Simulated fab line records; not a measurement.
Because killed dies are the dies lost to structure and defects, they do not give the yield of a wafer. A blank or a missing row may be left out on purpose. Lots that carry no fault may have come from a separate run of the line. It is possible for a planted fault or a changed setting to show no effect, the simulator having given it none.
What tool caused it? || flow rit cmos || 12 lots (36 wafers sampled), 1 step of a 202-step route

WHAT THE GAUGES SHOWED, per wafer
RIT_GATE_THK_MEAS_07.
{"lot": "L726", "measured": "day 2 16:25", "on": "film metro-04", "GATE_OXIDE_THK (nm)": "2.99 3.01 3.09"}
{"lot": "L727", "measured": "day 2 23:17", "on": "film metro-03", "GATE_OXIDE_THK (nm)": "3.01 2.98 2.98"}
{"lot": "L728", "measured": "day 3 02:20", "on": "film metro-03", "GATE_OXIDE_THK (nm)": "3.05 3.10 2.95"}
{"lot": "L729", "measured": "day 3 03:11", "on": "film metro-02", "GATE_OXIDE_THK (nm)": "3.11 3.15 3.07"}
{"lot": "L730", "measured": "day 3 14:44", "on": "film metro-02", "GATE_OXIDE_THK (nm)": "2.96 2.94 2.98"}
{"lot": "L731", "measured": "day 3 15:50", "on": "film metro-03", "GATE_OXIDE_THK (nm)": "3.09 2.98 3.00"}
{"lot": "L732", "measured": "day 3 17:29", "on": "film metro-02", "GATE_OXIDE_THK (nm)": "3.03 2.96 3.02"}
{"lot": "L733", "measured": "day 4 02:47", "on": "film metro-02", "GATE_OXIDE_THK (nm)": "3.07 3.10 3.11"}
{"lot": "L734", "measured": "day 4 07:53", "on": "film metro-03", "GATE_OXIDE_THK (nm)": "2.90 2.92 2.98"}
{"lot": "L748", "measured": "day 7 10:04", "on": "film metro-04", "GATE_OXIDE_THK (nm)": "3.01 3.05 2.93"}
{"lot": "L747", "measured": "day 7 11:37", "on": "film metro-03", "GATE_OXIDE_THK (nm)": "3.01 3.10 3.09"}
{"lot": "L749", "measured": "day 7 14:38", "on": "film metro-02", "GATE_OXIDE_THK (nm)": "2.99 3.05 3.09"}

WHAT TOOL EACH LOT RAN ON (gives the tool, then ch and the chambers of the sampled wafers, and finally the start)
The record holds no process step before these readings.

WHAT THE TOOLS THEMSELVES READ (means of the sampled wafers that have a number; where no wafer has one, the mark that the record gives instead)
The record holds no such reading with a usual standard deviation.

THE ANSWER, worked out from the rows above alone
Rule: what is usual is taken from the lots themselves. Put in order of their means at a reading, lots are off if they are a third of the lots or fewer, leave a main group of 4 or more, and stand apart from it by a gap of 3 or more times the standard deviation of the main group's means; of several such gaps the widest counts. A main group is skipped when, at the precision printed for the reading in the tables above, its means are all equal. Also off: a lot with no number at a reading for which 4 or more lots have one. Any other lot the step has rows for is counted as sound. The gauges are gone through in route order, then the tools' own readings, and for those a lot's mean is taken as printed above. The first step at which some lot is off is used, and at that step the reading that is off furthest; a lot without a number counts as furthest.
Nothing can be told from this: no lot is off at any reading shown.

WHAT THE SIMULATOR PUT IN
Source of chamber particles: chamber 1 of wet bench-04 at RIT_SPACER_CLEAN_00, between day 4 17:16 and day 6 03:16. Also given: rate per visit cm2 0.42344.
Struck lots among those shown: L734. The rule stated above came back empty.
